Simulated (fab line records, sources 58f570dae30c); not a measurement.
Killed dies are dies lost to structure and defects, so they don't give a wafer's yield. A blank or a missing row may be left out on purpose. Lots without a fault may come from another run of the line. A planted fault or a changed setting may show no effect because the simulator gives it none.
One fault seen from 2 desks | flow berkeley_cmos170 | each desk has only its own numbers; what lay behind them comes last

THE TOOL OWNER'S DESK: pvd_sputter-02
The tool's own readings at UCB170_M1_SPUTTER_00 (material Al, target thk 600 nm, time 80 s): means of the sampled wafers that have a number, for each lot that ran on this tool. A lot is out of limits, marked OUT, if its mean lies more than 4 standard deviations from the usual mean; the brackets give that distance.
Columns: A = throttle_valve_pct at UCB170_M1_SPUTTER_00, usual 30.1 %
lot  | first seen here | A
L571 | day 7 09:16     | 30.3
L572 | day 8 00:41     | 30.9
L578 | day 8 12:11     | 31.0
L587 | day 10 11:07    | 31.0
L588 | day 10 23:23    | 30.8
This desk's finding: nothing out of limits on any of the 5 lots.

THE METROLOGY DESK
What the gauges read, lot by lot, whatever tool the lot ran on: means of the sampled wafers that have a number. A lot is out of limits, marked OUT, if its mean lies more than 4 standard deviations from the usual mean; the brackets give that distance.
Columns: A = M1_AL_RS at UCB170_M1_RS_MEAS_01, usual 0.0485 ohm/sq; B = M1_AL_THK at UCB170_M1_THK_MEAS_02, usual 586 nm; C = V1_POLISHED_THK at UCB170_V1_THK_MEAS_04, usual 999.6 nm; D = cd_nm at UCB170_V1_CD_MEAS_12, usual 700.1 nm
lot  | first seen here | A                | B             | C      | D
L571 | day 7 09:19     | 0.0492           | 578           | 1000.8 | 699.1
L574 | day 7 22:04     | 0.0487           | 579           | 998.8  | 699.1
L573 | day 7 22:19     | 0.0485           | 590           | 999.6  | 697.8
L572 | day 8 00:47     | 0.0487           | 584           | 998.8  | 701.1
L576 | day 8 05:11     | 0.0491           | 581           | 1000.8 | 698.5
L578 | day 8 12:15     | 0.0484           | 589           | 998.7  | 702.0
L580 | day 8 12:19     | 0.0486           | 587           | 1000.4 | 699.5
L581 | day 9 09:30     | 0.0480           | 593           | 998.7  | 698.6
L587 | day 10 11:14    | 0.0427 (-15) OUT | 662 (+15) OUT | 999.8  | 700.5
L589 | day 10 20:46    | 0.0486           | 584           | 999.5  | 700.5
L590 | day 10 23:16    | 0.0486           | 585           | 999.9  | 699.0
L588 | day 10 23:29    | 0.0428 (-15) OUT | 659 (+14) OUT | 998.1  | 699.4
L592 | day 11 13:25    | 0.0481           | 589           | 1000.6 | 699.3
L593 | day 11 22:03    | 0.0484           | 586           | 999.8  | 702.8
This desk's finding: out of limits on L587, L588; first on L587, day 10 11:14 (M1_AL_RS at UCB170_M1_RS_MEAS_01). In limits: L571, L574, L573, L572, L576, L578, L580, L581, L589, L590, L592, L593.

PUT TOGETHER
The metrology desk could have raised an alarm at day 10 11:14, on L587, L588.
The tool owner's desk saw nothing out of limits.
The tool owner's desk has L587, L588 on record, within its limits.
Of the lots named, all ran UCB170_M1_SPUTTER_00 on pvd_sputter-02.

WHAT THE SIMULATOR HAD PUT IN
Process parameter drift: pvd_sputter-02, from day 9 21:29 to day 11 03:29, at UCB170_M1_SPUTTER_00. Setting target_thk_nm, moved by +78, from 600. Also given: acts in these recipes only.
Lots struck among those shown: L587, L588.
Hours from the fault's start to each desk's first reading out of limits: the metrology desk, 14.
